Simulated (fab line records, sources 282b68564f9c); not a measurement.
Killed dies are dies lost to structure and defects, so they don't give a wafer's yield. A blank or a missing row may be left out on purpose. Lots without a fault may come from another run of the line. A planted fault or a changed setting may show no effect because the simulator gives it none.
A struck lot beside a sound one | flow rit_cmos | 14 steps out of a route of 202
Sound: wafers L164.3, L164.4, L164.6. Struck: wafers L154.2, L154.3, L154.6. The cause comes at the end.
At each step with rows: each side's tool, then ch and its chambers, then its first start. Under that, the readings that differ: sound wafers | struck wafers | difference of the means | sigmas: that difference in standard deviations of wafers without a fault.
alike: readings whose means differ by less than 2 such deviations, and words and numbers that are the same on both sides. not compared: withheld readings, readings that some wafer has no value for, bounds like >300 that may hide the same value, and numbers for which the record gives no deviation and whose values overlap.
The two part at a step that has a row with sigmas, a row that says differs or no value, or rows on one side only. Numbers that don't overlap but have no deviation are shown without sigmas and don't part them. A reading that every wafer of one side lacks parts them only if that side has two wafers or more.

first, 4 steps without rows for these wafers: RIT_NSD_SOFTBAKE_02 (time 60 s); RIT_NSD_EXPOSE_03 (exposes mask M9, target cd 40700 nm); RIT_NSD_PEB_04; RIT_NSD_DEVELOP_05 (develop time 50 s).
RIT_NSD_OVL_MEAS_06:
  sound on overlay-01, day 6 13:59; struck on overlay-01, day 4 10:25
  alike: NSD_OVL
then, 2 steps without rows for these wafers: RIT_NSD_HARDBAKE_07 (time 60 s); RIT_NSD_IMPLANT_08.
RIT_NSD_STRIP_09: strips in O2, time 180 s.
  sound on plasma_asher-01 ch 0,1, day 6 14:22; struck on plasma_asher-04 ch 0, day 4 10:44
  alike: drypump_motor_current_A, rf_refl_power_W
  not compared: rf_hours_counter_h
RIT_NSD_TW_MEAS_10:
  sound on film_metro-01, day 6 14:30; struck on film_metro-02, day 4 10:56
  alike: NSD_TW
then, 3 steps without rows for these wafers: RIT_PSD_HMDS_00 (prime time 60 s); RIT_PSD_COAT_01 (resist thk 1000 nm); RIT_PSD_SOFTBAKE_02 (time 60 s).
RIT_PSD_EXPOSE_03: exposes mask M10, target cd 40900 nm.
  sound on iline_stepper-02 ch 0, day 6 15:10; struck on iline_stepper-02, day 4 11:27
  no value came back on the struck wafers for exposure_dose_mJ_cm2, focus_offset_nm (nm); on the sound wafers exposure_dose_mJ_cm2 reads 249.88 249.82 250.27
  alike: mask
then, 1 step without rows for these wafers: RIT_PSD_PEB_04.

WHERE THEY PART
Only at RIT_PSD_EXPOSE_03, within this record.

WHY: what the simulator had put in
Skipped step whole: iline_stepper-02, from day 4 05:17 on, at RIT_PSD_EXPOSE_03. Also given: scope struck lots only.
